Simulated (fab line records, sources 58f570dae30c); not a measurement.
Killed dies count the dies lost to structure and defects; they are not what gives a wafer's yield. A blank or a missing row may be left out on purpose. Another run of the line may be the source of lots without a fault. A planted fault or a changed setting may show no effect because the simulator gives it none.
fab line records -- flow berkeley-cmos170
record: lots: 14, wafers: 42, last-day: 14
route steps=331 shown GATE@138 BACKSIDE@202 PLDD@208 CONTACT@217
lots with no fault: from the same line, run without faults
start-h: the number of hours between the record's first day and the start of the first shown wafer of the lot -- wait-h: hours from the lot's prior step to this one -- " repeats the value in the row above -- L1.1+2: several wafers, shown together as one row -- - either no value or no given start -- * or withheld: withheld -- < > ~ a bound
route shown NAME@n: names a module that has steps shown in the file, with the first one's number in the route -- usual: average and standard deviation across the fault-free wafers -- same: alike in all rows -- chamber/n: place in a boat -- sites: readings site by site -- _std_site: the values' standard deviation -- _edge_site: outer sites' mean less inner sites' -- radius-mm: for every site, how far away it sits from the centre of the wafer -- mask NAME#n: copy n -- behind: the tool/chamber that last shaped the wafer -- hold: why the lot went on hold/how many hours it stayed there/how the hold came to an end -- device: the n, p or np transistor that did not switch -- end of line: tests run on the same wafers once the route is complete -- step lacking rows: just its recipe -- killed: at the first sort, the dies lost to defects and structure; wafer yield is something else -- map: shows each die of a wafer: x if killed, . if not, _ if none is there
set.NAME: the run value of the setting; set.NAME@STEP: its run value at that earlier step -- model.NAME: the simulator's own value behind a step, which no gauge read
one table for each step of the route and one row for each wafer, over a sample of lots
services: the hour from which a tool's chamber was out of use, counted from the record's first day as start-h (under 0 if before that day), plus the number of hours and why
== steps ==
step: UCB170_GATE_CD_MEAS_12
recipe: target-cd-nm: 350
usual: cd-nm: 350.1/1.7
lot.wafer,tool,chamber,start-h,wait-h,cd-nm
L222.1,cd-sem-01,-,146.44,-,351.1
L222.3,cd-sem-01,-,146.44,-,351.3
L222.6,cd-sem-01,-,146.44,-,351.1
L221.1,cd-sem-01,-,146.56,-,351.3
L221.4,cd-sem-01,-,146.56,-,351.0
L221.6,cd-sem-01,-,146.56,-,352.3
L225.1,cd-sem-02,-,170.33,-,349.9
L225.2,cd-sem-02,-,170.33,-,349.5
L225.6,cd-sem-02,-,170.33,-,347.8
L224.3,cd-sem-02,-,170.62,-,351.3
L224.4,cd-sem-02,-,170.62,-,351.8
L224.6,cd-sem-02,-,170.62,-,350.8
L223.1,cd-sem-02,-,170.70,-,346.6
L223.4,cd-sem-02,-,170.70,-,345.4
L223.5,cd-sem-02,-,170.70,-,346.2
L227.1,cd-sem-02,-,181.62,-,352.8
L227.5,cd-sem-02,-,181.62,-,350.5
L227.6,cd-sem-02,-,181.62,-,350.0
L228.3,cd-sem-02,-,181.82,-,349.8
L228.4,cd-sem-02,-,181.82,-,349.7
L228.6,cd-sem-02,-,181.82,-,347.5
L226.1,cd-sem-01,-,181.89,-,353.3
L226.2,cd-sem-01,-,181.89,-,352.5
L226.4,cd-sem-01,-,181.89,-,354.2
L229.1,cd-sem-01,-,211.86,-,350.7
L229.4,cd-sem-01,-,211.86,-,350.8
L229.6,cd-sem-01,-,211.86,-,352.1
L231.3,cd-sem-01,-,212.05,-,349.5
L231.5,cd-sem-01,-,212.05,-,349.2
L231.6,cd-sem-01,-,212.05,-,349.3
L236.1,cd-sem-02,-,248.58,-,348.3
L236.4,cd-sem-02,-,248.58,-,348.6
L236.6,cd-sem-02,-,248.58,-,348.3
L237.1,cd-sem-02,-,248.85,-,349.1
L237.3,cd-sem-02,-,248.85,-,347.8
L237.4,cd-sem-02,-,248.85,-,349.3
L238.1,cd-sem-01,-,256.77,-,350.0
L238.4,cd-sem-01,-,256.77,-,349.4
L238.5,cd-sem-01,-,256.77,-,350.4
L241.2,cd-sem-01,-,286.39,-,350.1
L241.4,cd-sem-01,-,286.39,-,350.5
L241.5,cd-sem-01,-,286.39,-,350.8
step: UCB170_BACKSIDE_STRIP_03
recipe: chemistry: O2, power-w: 400, pressure-mtorr: 3500, platen-temp-c: withheld, o2-flow-sccm: 400, overash-fraction: 0.5
usual: drypump-motor-current-A: 5.75/0.29, oes-product-au: 0.735/0.0042, strip-time-to-endpoint-s: 21.94/0.054
lot.wafer,tool,chamber,start-h,wait-h,drypump-motor-current-A,oes-product-au,rf-hours-counter-h,strip-time-to-endpoint-s
L221.1,plasma-asher-02,1,164.54,0.1,5.30,0.733,36,21.96
L221.4,plasma-asher-02,1,164.54,0.1,5.28,0.732,-,21.91
L221.6,plasma-asher-02,0,164.54,0.1,5.99,0.735,-,21.93
L222.1,plasma-asher-01,0,164.86,0.1,5.84,0.731,5,21.98
L222.3,plasma-asher-01,1,164.86,0.1,5.84,0.726,-,22.01
L222.6,plasma-asher-01,0,164.86,0.1,5.85,0.736,-,21.98
L224.3,plasma-asher-03,1,187.03,0.1,5.46,0.734,-,21.92
L224.4,plasma-asher-03,0,187.03,0.1,6.05,0.730,-,21.95
L224.6,plasma-asher-03,0,187.03,0.1,6.03,0.736,-,21.95
L223.1,plasma-asher-01,0,187.54,0.1,5.85,0.734,7,22.01
L223.4,plasma-asher-01,0,187.54,0.1,5.87,0.737,-,21.95
L223.5,plasma-asher-01,1,187.54,0.1,5.83,0.739,-,21.97
L225.1,plasma-asher-02,0,191.55,0.1,5.98,0.733,39,21.97
L225.2,plasma-asher-02,1,191.55,0.1,5.28,0.733,39,21.84
L225.6,plasma-asher-02,1,191.55,0.1,5.30,0.737,-,21.93
L228.3,plasma-asher-03,0,198.80,0.1,6.04,0.737,-,21.91
L228.4,plasma-asher-03,1,198.80,0.1,5.45,0.732,-,21.94
L228.6,plasma-asher-03,0,198.80,0.1,6.02,0.732,-,21.91
L227.1,plasma-asher-03,0,199.03,0.1,6.05,0.731,49,21.92
L227.5,plasma-asher-03,1,199.03,0.1,5.46,0.728,-,21.89
L227.6,plasma-asher-03,0,199.03,0.1,6.09,0.738,-,21.92
L226.1,plasma-asher-02,1,199.30,0.1,5.29,0.728,40,21.99
L226.2,plasma-asher-02,0,199.30,0.1,6.01,0.739,40,21.93
L226.4,plasma-asher-02,0,199.30,0.1,6.01,0.733,-,21.95
L229.1,plasma-asher-01,0,232.94,0.1,5.86,0.741,11,21.87
L229.4,plasma-asher-01,0,232.94,0.1,5.86,0.737,-,21.91
L229.6,plasma-asher-01,0,232.94,0.1,5.84,0.729,-,21.93
L231.3,plasma-asher-03,0,233.19,0.1,6.03,0.737,-,21.96
L231.5,plasma-asher-03,1,233.19,0.1,5.47,0.735,-,21.91
L231.6,plasma-asher-03,0,233.19,0.1,6.07,0.734,-,22.00
L236.1,plasma-asher-02,1,262.32,0.1,5.29,0.736,45,21.87
L236.4,plasma-asher-02,0,262.32,0.1,5.99,0.738,-,21.86
L236.6,plasma-asher-02,0,262.32,0.1,5.99,0.734,-,21.88
L237.1,plasma-asher-01,0,262.37,0.1,5.86,0.730,14,21.89
L237.3,plasma-asher-01,0,262.37,0.1,5.87,0.733,-,21.88
L237.4,plasma-asher-01,1,262.37,0.1,5.87,0.736,-,21.94
L238.1,plasma-asher-01,1,273.03,0.1,5.88,0.735,15,21.94
L238.4,plasma-asher-01,0,273.03,0.1,5.86,0.730,-,21.99
L238.5,plasma-asher-01,0,273.03,0.1,5.87,0.735,-,21.96
L241.2,plasma-asher-02,0,305.74,0.1,6.04,0.737,50,21.92
L241.4,plasma-asher-02,0,305.74,0.1,6.04,0.740,-,21.95
L241.5,plasma-asher-02,0,305.74,0.1,6.03,0.736,-,21.90
step: UCB170_SDANNEAL_RS_MEAS_04
recipe: thk-meas-gauge: four-point-probe
usual: PLDD_RS: 1032.2/2.3
lot.wafer,tool,chamber,start-h,wait-h,PLDD_RS[ohm/sq]
L221.1,film-metro-01,-,165.18,0.1,1031.4
L221.4,film-metro-01,-,165.18,0.1,1033.0
L221.6,film-metro-01,-,165.18,0.1,1031.4
L222.1,film-metro-02,-,165.52,0.1,1031.2
L222.3,film-metro-02,-,165.52,0.1,1033.2
L222.6,film-metro-02,-,165.52,0.1,1031.5
L224.3,film-metro-02,-,187.68,0.1,1031.3
L224.4,film-metro-02,-,187.68,0.1,1031.4
L224.6,film-metro-02,-,187.68,0.1,1031.8
L223.1,film-metro-01,-,188.18,0.1,1030.5
L223.4,film-metro-01,-,188.18,0.1,1031.7
L223.5,film-metro-01,-,188.18,0.1,1031.5
L225.1,film-metro-01,-,192.32,0.1,1031.6
L225.2,film-metro-01,-,192.32,0.1,1033.2
L225.6,film-metro-01,-,192.32,0.1,1031.3
L228.3,film-metro-01,-,199.47,0.1,1035.1
L228.4,film-metro-01,-,199.47,0.1,1033.9
L228.6,film-metro-01,-,199.47,0.1,1033.9
L227.1,film-metro-02,-,199.68,0.1,1026.0
L227.5,film-metro-02,-,199.68,0.1,1026.1
L227.6,film-metro-02,-,199.68,0.1,1026.7
L226.1,film-metro-03,-,199.96,0.1,1030.7
L226.2,film-metro-03,-,199.96,0.1,1030.3
L226.4,film-metro-03,-,199.96,0.1,1030.4
L229.1,film-metro-01,-,233.58,0.1,1034.5
L229.4,film-metro-01,-,233.58,0.1,1034.9
L229.6,film-metro-01,-,233.58,0.1,1035.6
L231.3,film-metro-03,-,234.01,0.1,1028.1
L231.5,film-metro-03,-,234.01,0.1,1029.6
L231.6,film-metro-03,-,234.01,0.1,1032.5
L236.1,film-metro-03,-,262.96,0.1,1032.8
L236.4,film-metro-03,-,262.96,0.1,1035.5
L236.6,film-metro-03,-,262.96,0.1,1031.9
L237.1,film-metro-01,-,263.13,0.1,1033.1
L237.3,film-metro-01,-,263.13,0.1,1031.9
L237.4,film-metro-01,-,263.13,0.1,1031.9
L238.1,film-metro-03,-,273.67,0.1,1032.6
L238.4,film-metro-03,-,273.67,0.1,1031.7
L238.5,film-metro-03,-,273.67,0.1,1030.7
L241.2,film-metro-03,-,306.49,0.1,1032.4
L241.4,film-metro-03,-,306.49,0.1,1032.6
L241.5,film-metro-03,-,306.49,0.1,1032.7
step: UCB170_CONTACT_CVD_01
recipe: material: PSG, target-thk-nm: 700, temp-c: 450, precursor: SiH4/O2/PH3, time-s: 2820, pressure-mtorr: 313.7, sih4-flow-sccm: 60, o2-flow-sccm: 90, ph3-flow-sccm: 25
usual: spike-tc-centre-C: 451.8/1.2, susceptor-temp-C: 449.97/0.23
lot.wafer,tool,chamber,start-h,wait-h,spike-tc-centre-C,susceptor-temp-C
L221.1,lpcvd-01,1,167.66,1.6,450.5,450.07
L221.4,lpcvd-01,1,167.66,1.6,451.1,450.23
L221.6,lpcvd-01,1,167.66,1.6,449.1,450.11
L222.1,lpcvd-01,0,167.66,1.3,451.1,450.26
L222.3,lpcvd-01,0,167.66,1.3,451.9,450.19
L222.6,lpcvd-01,0,167.66,1.3,451.2,450.01
L224.3,lpcvd-01,0,188.42,0.0,451.9,450.05
L224.4,lpcvd-01,0,188.42,0.0,451.5,449.98
L224.6,lpcvd-01,0,188.42,0.0,451.4,450.23
L223.1,lpcvd-02,1,188.97,0.0,452.1,449.98
L223.4,lpcvd-02,1,188.97,0.0,452.2,449.87
L223.5,lpcvd-02,1,188.97,0.0,454.5,449.59
L225.1,lpcvd-02,1,193.10,0.0,452.4,450.40
L225.2,lpcvd-02,1,193.10,0.0,452.6,450.05
L225.6,lpcvd-02,1,193.10,0.0,451.5,449.89
L228.3,lpcvd-02,0,200.23,0.0,451.2,450.15
L228.4,lpcvd-02,0,200.23,0.0,452.5,450.12
L228.6,lpcvd-02,0,200.23,0.0,452.7,449.99
L227.1,lpcvd-01,0,200.49,0.0,451.7,449.57
L227.5,lpcvd-01,0,200.49,0.0,452.5,449.60
L227.6,lpcvd-01,0,200.49,0.0,451.2,449.44
L226.1,lpcvd-02,0,202.02,1.3,451.9,449.67
L226.2,lpcvd-02,0,202.02,1.3,452.8,449.67
L226.4,lpcvd-02,0,202.02,1.3,454.5,450.18
L229.1,lpcvd-01,1,234.39,0.0,450.2,449.84
L229.4,lpcvd-01,1,234.39,0.0,450.4,449.81
L229.6,lpcvd-01,1,234.39,0.0,450.3,449.63
L231.3,lpcvd-02,0,235.63,0.9,451.8,450.00
L231.5,lpcvd-02,0,235.63,0.9,453.2,450.09
L231.6,lpcvd-02,0,235.63,0.9,451.9,450.17
L236.1,lpcvd-01,1,263.86,0.0,449.6,449.98
L236.4,lpcvd-01,1,263.86,0.0,451.0,449.82
L236.6,lpcvd-01,1,263.86,0.0,449.7,449.59
L237.1,lpcvd-02,1,264.05,0.0,452.1,449.85
L237.3,lpcvd-02,1,264.05,0.0,453.8,450.00
L237.4,lpcvd-02,1,264.05,0.0,450.8,449.76
L238.1,lpcvd-01,1,274.46,0.0,450.9,449.62
L238.4,lpcvd-01,1,274.46,0.0,451.2,450.04
L238.5,lpcvd-01,1,274.46,0.0,451.3,449.99
L241.2,lpcvd-02,0,307.72,0.0,452.4,450.26
L241.4,lpcvd-02,0,307.72,0.0,453.1,450.42
L241.5,lpcvd-02,0,307.72,0.0,454.3,450.55
step: UCB170_CONTACT_THK_MEAS_02
recipe: reads: PSG_of_CONTACT_CVD_01
usual: CONTACT_PSG_THK: 716/6.3
lot.wafer,tool,chamber,start-h,wait-h,CONTACT_PSG_THK[nm]
L221.1,film-metro-03,-,169.44,0.0,712
L221.4,film-metro-03,-,169.44,0.0,721
L221.6,film-metro-03,-,169.44,0.0,721
L222.1,film-metro-04,-,169.44,0.0,720
L222.3,film-metro-04,-,169.44,0.0,717
L222.6,film-metro-04,-,169.44,0.0,718
L224.3,film-metro-03,-,190.23,0.0,717
L224.4,film-metro-03,-,190.23,0.0,714
L224.6,film-metro-03,-,190.23,0.0,711
L223.1,film-metro-01,-,190.75,0.0,724
L223.4,film-metro-01,-,190.75,0.0,719
L223.5,film-metro-01,-,190.75,0.0,724
L225.1,film-metro-04,-,194.89,0.0,706
L225.2,film-metro-04,-,194.89,0.0,703
L225.6,film-metro-04,-,194.89,0.0,703
L228.3,film-metro-03,-,202.04,0.0,711
L228.4,film-metro-03,-,202.04,0.0,710
L228.6,film-metro-03,-,202.04,0.0,706
L227.1,film-metro-03,-,202.27,0.0,718
L227.5,film-metro-03,-,202.27,0.0,717
L227.6,film-metro-03,-,202.27,0.0,723
L226.1,film-metro-04,-,203.80,0.0,714
L226.2,film-metro-04,-,203.80,0.0,716
L226.4,film-metro-04,-,203.80,0.0,720
L229.1,film-metro-01,-,236.18,0.0,724
L229.4,film-metro-01,-,236.18,0.0,723
L229.6,film-metro-01,-,236.18,0.0,720
L231.3,film-metro-03,-,237.43,0.0,717
L231.5,film-metro-03,-,237.43,0.0,715
L231.6,film-metro-03,-,237.43,0.0,707
L236.1,film-metro-01,-,265.64,0.0,566
L236.4,film-metro-01,-,265.64,0.0,563
L236.6,film-metro-01,-,265.64,0.0,562
L237.1,film-metro-04,-,265.84,0.0,718
L237.3,film-metro-04,-,265.84,0.0,713
L237.4,film-metro-04,-,265.84,0.0,724
L238.1,film-metro-04,-,276.24,0.0,566
L238.4,film-metro-04,-,276.24,0.0,570
L238.5,film-metro-04,-,276.24,0.0,571
L241.2,film-metro-01,-,309.52,0.0,719
L241.4,film-metro-01,-,309.52,0.0,713
L241.5,film-metro-01,-,309.52,0.0,720
step: UCB170_CONTACT_ETCH_18
recipe: chemistry: CHF3/CF4/Ar, target: PSG, stop-on: TiSi2, CHF3_flow_sccm: 45, cf4-flow-sccm: 15, Ar_flow_sccm: 150, pressure-mtorr: 200, rf-w: 700, target-depth-a: 8400, over-etch-frac: 0.2, time-s: 195
usual: drypump-motor-current-A: 5.6/0.43, oes-product-au: 0.902/0.017, throttle-valve-pct: 6.97/0.1
lot.wafer,tool,chamber,start-h,wait-h,drypump-motor-current-A,oes-product-au,rf-hours-counter-h,throttle-valve-pct
L222.1,rie-diel-04,0,-,-,6.0,0.936,34,6.92
L222.3,rie-diel-04,1,-,-,6.0,0.917,17,7.03
L222.6,rie-diel-04,2,-,-,4.9,0.908,-,7.07
L221.1,rie-diel-01,2,-,-,6.0,0.893,144,7.06
L221.4,rie-diel-01,1,-,-,5.1,0.924,25,6.89
L221.6,rie-diel-01,2,-,-,6.1,0.899,-,7.08
L224.3,rie-diel-02,0,-,-,5.9,0.929,30,7.01
L224.4,rie-diel-02,1,-,-,5.6,0.894,22,6.87
L224.6,rie-diel-02,1,-,-,5.6,0.888,-,6.87
L223.1,rie-diel-01,2,-,-,6.0,0.898,145,7.08
L223.4,rie-diel-01,3,-,-,6.2,0.894,60,6.79
L223.5,rie-diel-01,3,-,-,6.2,0.892,-,6.81
L225.1,rie-diel-02,2,-,-,5.6,0.874,34,7.07
L225.2,rie-diel-02,0,-,-,5.9,0.912,31,7.02
L225.6,rie-diel-02,3,-,-,5.1,0.916,-,7.02
L228.3,rie-diel-01,3,-,-,6.2,0.886,61,6.79
L228.4,rie-diel-01,2,-,-,6.0,0.888,145,7.08
L228.6,rie-diel-01,2,-,-,6.0,0.883,-,7.07
L227.1,rie-diel-02,2,-,-,5.6,0.891,35,7.07
L227.5,rie-diel-02,0,-,-,5.9,0.931,-,7.02
L227.6,rie-diel-02,3,-,-,5.1,0.932,-,7.05
L226.1,rie-diel-01,2,-,-,6.0,0.900,145,7.08
L226.2,rie-diel-01,1,-,-,5.1,0.910,26,6.91
L226.4,rie-diel-01,0,-,-,5.4,0.884,90,6.98
L229.1,rie-diel-02,2,-,-,5.6,0.895,36,7.07
L229.4,rie-diel-02,2,-,-,5.6,0.884,-,7.08
L229.6,rie-diel-02,0,-,-,5.9,0.929,-,7.05
L231.3,rie-diel-04,3,-,-,5.2,0.890,16,6.81
L231.5,rie-diel-04,2,-,-,4.9,0.897,-,7.10
L231.6,rie-diel-04,3,-,-,5.2,0.887,-,6.78
L236.1,rie-diel-02,2,-,-,5.6,0.770,38,7.10
L236.4,rie-diel-02,1,-,-,5.6,0.767,25,6.87
L236.6,rie-diel-02,3,-,-,5.2,0.801,-,7.04
L237.1,rie-diel-04,1,-,-,6.0,0.910,21,7.01
L237.3,rie-diel-04,2,-,-,4.9,0.897,121,7.10
L237.4,rie-diel-04,3,-,-,5.2,0.895,18,6.79
L238.1,rie-diel-04,0,-,-,6.0,0.816,38,6.92
L238.4,rie-diel-04,2,-,-,4.9,0.791,122,7.09
L238.5,rie-diel-04,2,-,-,4.9,0.792,-,7.10
L241.2,rie-diel-02,0,-,-,5.9,0.928,36,7.02
L241.4,rie-diel-02,3,-,-,5.1,0.924,43,7.04
L241.5,rie-diel-02,2,-,-,5.6,0.889,-,7.08
== services ==
tool,chamber,start-h,hours,kind
rie-diel-01,-,154.56,0.1,repair
lpcvd-02,-,162.81,0.9,repair
rie-diel-02,1,167.32,3.8,repair
rie-diel-01,1,168.77,2.2,repair
rie-diel-02,2,171.05,15.6,repair
lpcvd-02,-,173.85,1.2,repair
rie-diel-02,3,182.46,5.5,repair
rie-diel-04,-,193.65,14.6,pm
rie-diel-01,2,209.79,-,clean
rie-diel-01,2,209.79,11.9,scheduled-down
rie-diel-01,2,209.79,11.9,vent-cycle
rie-diel-02,0,210.60,11.8,repair
rie-diel-04,-,216.55,0.1,repair
rie-diel-02,0,226.19,1.2,repair
rie-diel-02,-,231.91,0.7,repair
rie-diel-02,1,235.57,8.8,repair
plasma-asher-02,-,244.02,3.9,repair
rie-diel-01,3,278.20,22.2,repair
lpcvd-02,-,292.18,0.5,repair
lpcvd-02,-,309.51,2.8,pm
== key ==
first-sign: step: UCB170_CONTACT_THK_MEAS_02, reading: CONTACT_PSG_THK, direction: down, sigmas: 24, usual: 716, struck: 566
effect: step: UCB170_CONTACT_ETCH_18, reading: oes-product-au, direction: down, sigmas: 6.5, usual: 0.902, struck: 0.790
met-at UCB170_CONTACT_CVD_01
struck-lots L236,L238
struck-wafers L236.1,L236.4,L236.6,L238.1,L238.4,L238.5
tester-left-out L236,L238
not-acting-at UCB170_GATE_CD_MEAS_12,UCB170_BACKSIDE_STRIP_03,UCB170_SDANNEAL_RS_MEAS_04
fault: kind: process-parameter-drift, tool: lpcvd-01, chamber: 1, onset-h: 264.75, steps: UCB170_CONTACT_CVD_01, channel: target-thk-nm, offset: -150.84, shape: step, end-h: 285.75, acts-in: these-recipes-only, stated: 700
tester-left-out: of these lots the tester's yield and bins aren't shown, on N5 and GAA mostly nor the transistor test; their killed dies are dies lost to structure and defects alone, not to doping, threshold or leakage, so they don't give the yield
